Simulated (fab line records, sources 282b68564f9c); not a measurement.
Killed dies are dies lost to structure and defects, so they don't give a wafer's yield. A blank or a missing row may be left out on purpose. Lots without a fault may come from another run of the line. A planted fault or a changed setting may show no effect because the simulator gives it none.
fab line records | flow rit_cmos | part 2 of 2: steps 36 to 46 of 46
record lots=5 wafers=15 last_day=7
route steps=202 shown PLDD@124 SPACER@125 NSD@131 PSD@142 SDANNEAL@153 NLDD@160 SILICIDE@161 CONTACT@168
lots that met no fault: from a run of the same line without faults
start_h: hours from the record's first day to the start of the lot's first wafer shown | wait_h: hours since the lot's step before | " the same as in the row above | L1.1+2: a row that stands for several wafers | - no value, or no start given | * or withheld: withheld | < > ~ a bound
route shown NAME@n: a module of which the file shows steps, and the number in the route of the first | usual: mean/standard deviation of fault-free wafers | same: alike in all rows | chamber/n: place in a boat | sites: the reading at each site | _std_site: their standard deviation | _edge_site: outer sites' mean less inner sites' | radius_mm: how far each site lies from the wafer's centre | mask NAME#n: copy n | behind: the tool/chamber that last shaped the wafer | hold: why the lot was held/for how many hours/how that ended | device: the transistor (n, p or np) that didn't switch | end of line: the same wafers' tests at the end of the route | a step without rows: its recipe alone | killed: dies lost to structure and defects at the first sort, not the wafer's yield | map: a wafer's dies, x killed, . not, _ none there
set.NAME: the setting as run; set.NAME@STEP: as run at that earlier step | model.NAME: the simulator's own value behind a step, which no gauge read
lots at some steps of the route; a table a step, a row a wafer
services: from which hour (start_h, from the record's first day; less than 0 if before it) a tool's chamber was out of use, for how many hours, and why
## steps
# step RIT_SDANNEAL_RS_MEAS_06
# recipe thk_meas_gauge=four-point-probe
# usual PLDD_RS=178.6/0.5
# columns lot.wafer tool chamber start_h wait_h PLDD_RS[ohm/sq]
L077.1 film_metro-03 - 67.40 0.1 178.4
L077.4 " - " " 178.3
L077.5 " - " " 177.9
L078.3 film_metro-02 - 77.08 0.1 178.4
L078.4 " - " " 178.6
L078.5 " - " " 177.7
L086.2 film_metro-02 - 120.41 0.1 178.0
L086.3 " - " " 179.1
L086.5 " - " " 178.5
L093.1 film_metro-03 - 151.68 0.1 178.2
L093.2 " - " " 177.8
L093.4 " - " " 177.8
L094.1 film_metro-03 - 156.71 0.1 178.8
L094.4 " - " " 178.8
L094.6 " - " " 178.8
# step RIT_SDANNEAL_RS_MEAS_07
# recipe thk_meas_gauge=four-point-probe
# usual NLDD_RS=151.6/0.48
# columns lot.wafer tool chamber start_h wait_h NLDD_RS[ohm/sq]
L077.1 film_metro-03 - 67.52 0.1 151.5
L077.4 " - " " 152.1
L077.5 " - " " 151.6
L078.3 film_metro-02 - 77.20 0.1 152.2
L078.4 " - " " 151.6
L078.5 " - " " 151.7
L086.2 film_metro-02 - 120.53 0.1 152.6
L086.3 " - " " 152.4
L086.5 " - " " 151.7
L093.1 film_metro-03 - 151.80 0.1 151.6
L093.2 " - " " 150.9
L093.4 " - " " 151.6
L094.1 film_metro-03 - 156.83 0.1 151.9
L094.4 " - " " 152.1
L094.6 " - " " 151.8
# step RIT_SILICIDE_WET_ETCH_00
# recipe chemistry=BOE target=SiO2 target_depth_nm=14 time_s=15 dry=n2_spin dilution=10:1 temp_c=21.5
# columns lot.wafer tool chamber start_h wait_h
L077.1+4+5 wet_bench-04 0 67.64 0.1
L078.3+4+5 wet_bench-01 1 77.28 0.1
L086.2+3+5 wet_bench-02 0 120.63 0.1
L093.1+2+4 wet_bench-02 2 151.92 0.1
L094.1+4+6 wet_bench-04 1 156.95 0.1
# step RIT_SILICIDE_SPUTTER_01
# recipe material=Ti target_thk_nm=30 power_w=350 chamber_pressure_pa=0.667 gas=Ar time_s=240 substrate_temp_c=25
# usual substrate_temp_c=25.00/0.1 throttle_valve_pct=29.9/1.4
# columns lot.wafer tool chamber start_h wait_h substrate_temp_c throttle_valve_pct
L077.1 pvd_sputter-02 - 67.65 0.0 25.02 27.4
L077.4 " - " " 24.96 31.3
L077.5 " - " " 25.02 31.4
L078.3 pvd_sputter-01 - 77.29 0.0 25.07 29.1
L078.4 " - " " 25.11 28.9
L078.5 " - " " 24.97 28.8
L086.2 pvd_sputter-01 - 120.64 0.0 24.97 29.1
L086.3 " - " " 25.12 29.1
L086.5 " - " " 24.99 29.0
L093.1 pvd_sputter-03 - 151.94 0.0 24.94 30.3
L093.2 " - " " 24.79 29.3
L093.4 " - " " 24.83 29.5
L094.1 pvd_sputter-02 - 156.96 0.0 25.02 31.1
L094.4 " - " " 25.26 27.3
L094.6 " - " " 24.95 31.3
# step RIT_SILICIDE_RS_MEAS_02
# recipe thk_meas_gauge=four-point-probe reads=Ti_of_SILICIDE_SPUTTER_01
# usual SILICIDE_TI_RS=47.9/0.58
# columns lot.wafer tool chamber start_h wait_h SILICIDE_TI_RS[ohm/sq]
L077.1 film_metro-01 - 67.80 0.1 48.2
L077.4 " - " " 48.1
L077.5 " - " " 47.6
L078.3 film_metro-02 - 77.48 0.1 48.4
L078.4 " - " " 48.8
L078.5 " - " " 48.5
L086.2 film_metro-01 - 120.81 0.1 48.3
L086.3 " - " " 48.2
L086.5 " - " " 48.0
L093.1 film_metro-04 - 152.09 0.1 46.5
L093.2 " - " " 47.4
L093.4 " - " " 47.3
L094.1 film_metro-01 - 157.11 0.1 48.0
L094.4 " - " " 47.1
L094.6 " - " " 48.2
# step RIT_SILICIDE_THK_MEAS_03
# recipe thk_meas_gauge=xrf reads=Ti_of_SILICIDE_SPUTTER_01
# usual SILICIDE_TI_THK=30.6/0.33
# columns lot.wafer tool chamber start_h wait_h SILICIDE_TI_THK[nm]
L077.1 film_metro-01 - 67.92 0.1 30.4
L077.4 " - " " 30.6
L077.5 " - " " 30.7
L078.3 film_metro-02 - 77.58 0.1 30.0
L078.4 " - " " 30.0
L078.5 " - " " 30.0
L086.2 film_metro-01 - 120.92 0.1 30.6
L086.3 " - " " 30.7
L086.5 " - " " 30.8
L093.1 film_metro-04 - 152.21 0.1 31.4
L093.2 " - " " 31.1
L093.4 " - " " 31.0
L094.1 film_metro-01 - 157.23 0.1 30.5
L094.4 " - " " 31.0
L094.6 " - " " 30.5
# step RIT_SILICIDE_RTA_04
# recipe temp_c=650 time_s=10 idle_temp_c=25 ramp_up_s=5 ramp_down_s=5 cool_to_c=25 ambient=N2
# usual wafer_temp_C_max=654.1/1.2
# columns lot.wafer tool chamber start_h wait_h wafer_temp_C_max
L077.1 rtp_anneal-01 0 67.98 0.1 652.7
L077.4 " 0 " " 652.2
L077.5 " 0 " " 652.7
L078.3 rtp_anneal-02 0 77.64 0.1 654.1
L078.4 " 0 " " 654.7
L078.5 " 0 " " 654.9
L086.2 rtp_anneal-02 0 120.98 0.1 654.3
L086.3 " 0 " " 655.1
L086.5 " 0 " " 656.2
L093.1 rtp_anneal-01 0 152.27 0.1 653.5
L093.2 " 0 " " 652.8
L093.4 " 0 " " 652.9
L094.1 rtp_anneal-02 0 157.29 0.1 653.8
L094.4 " 0 " " 655.4
L094.6 " 0 " " 653.9
# step RIT_SILICIDE_WET_ETCH_05
# recipe chemistry=SPM target=Ti temp_c=90 time_s=120 dry=n2_spin
# columns lot.wafer tool chamber start_h wait_h
L077.1+4+5 wet_bench-02 1 68.05 0.1
L078.3+4+5 wet_bench-04 3 77.69 0.0
L086.2+3+5 wet_bench-01 3 121.04 0.0
L093.1+2+4 wet_bench-01 0 152.33 0.1
L094.1+4+6 wet_bench-02 1 157.35 0.1
# step RIT_SILICIDE_RTA_06
# recipe temp_c=750 time_s=10 idle_temp_c=25 ramp_up_s=5 ramp_down_s=10 cool_to_c=25 ambient=N2
# usual wafer_temp_C_max=754.7/1.2
# columns lot.wafer tool chamber start_h wait_h wafer_temp_C_max
L077.1 rtp_anneal-02 0 68.09 0.0 754.8
L077.4 " 0 " " 755.2
L077.5 " 0 " " 756.7
L078.3 rtp_anneal-01 0 77.78 0.0 753.9
L078.4 " 0 " " 752.9
L078.5 " 0 " " 753.0
L086.2 rtp_anneal-01 0 121.09 0.0 754.9
L086.3 " 0 " " 754.1
L086.5 " 0 " " 754.1
L093.1 rtp_anneal-02 0 152.37 0.0 756.3
L093.2 " 0 " " 755.6
L093.4 " 0 " " 753.6
L094.1 rtp_anneal-01 0 157.40 0.0 753.8
L094.4 " 0 " " 754.0
L094.6 " 0 " " 755.3
# step RIT_CONTACT_CVD_00
# recipe material=SiO2 target_thk_nm=400 precursor=TEOS temp_c=390 time_s=61 rf_w=400
# usual heater_power_w=324/50
# columns lot.wafer tool chamber start_h wait_h heater_power_w since_wet_clean_h
L077.1 pecvd-03 2 68.15 0.1 291 1014
L077.4 " 0 " " 380 -
L077.5 " 1 " " 366 -
L078.3 pecvd-01 0 77.87 0.1 398 1414
L078.4 " 0 " " 392 -
L078.5 " 1 " " 238 -
L086.2 pecvd-03 1 121.15 0.0 309 1067
L086.3 " 0 " " 328 1067
L086.5 " 0 " " 347 -
L093.1 pecvd-02 0 152.44 0.1 276 708
L093.2 " 2 " " 236 708
L093.4 " 0 " " 302 -
L094.1 pecvd-01 0 157.47 0.1 369 1494
L094.4 " 0 " " 396 -
L094.6 " 2 " " 371 -
# step RIT_CONTACT_THK_MEAS_01
# recipe reads=SiO2_of_CONTACT_CVD_00
# usual CONTACT_TEOS_THK=401/5.3
# columns lot.wafer tool chamber start_h wait_h CONTACT_TEOS_THK[nm]
L077.1 film_metro-04 - 68.20 0.0 394
L077.4 " - " " 405
L077.5 " - " " 403
L078.3 film_metro-04 - 77.94 0.0 399
L078.4 " - " " 403
L078.5 " - " " 403
L086.2 film_metro-04 - 121.21 0.0 396
L086.3 " - " " 399
L086.5 " - " " 406
L093.1 film_metro-03 - 152.49 0.0 395
L093.2 " - " " 391
L093.4 " - " " 406
L094.1 film_metro-03 - 157.52 0.0 392
L094.4 " - " " 396
L094.6 " - " " 399
## services
# columns tool chamber start_h hours kind
pvd_sputter-03 - 40.48 22.1 repair
plasma_asher-01 - 50.84 2.4 repair
implanter-02 - 53.76 1.7 repair
iline_stepper-02 - 59.77 14.4 repair
pecvd-01 1 69.63 6.7 repair
pvd_sputter-02 - 70.61 3.0 repair
rie_diel-02 1 77.89 7.6 repair
rie_diel-01 - 80.40 0.5 repair
plasma_asher-04 - 82.67 4.3 pm
rie_diel-01 1 90.89 4.3 repair
plasma_asher-03 - 92.75 3.4 repair
pecvd-03 - 95.32 1.0 repair
implanter-04 - 99.05 1.7 repair
plasma_asher-04 - 100.14 10.0 pm
plasma_asher-01 - 102.78 0.8 repair
implanter-04 - 107.57 3.0 repair
plasma_asher-02 - 108.75 9.0 pm
pecvd-01 - 111.20 2.8 pm
implanter-03 - 113.26 1.9 repair
pvd_sputter-01 - 132.71 15.2 repair
rie_diel-02 1 136.15 6.4 repair
plasma_asher-04 - 145.66 1.5 repair
pecvd-01 - 147.62 8.8 repair
plasma_asher-03 - 150.50 1.7 repair
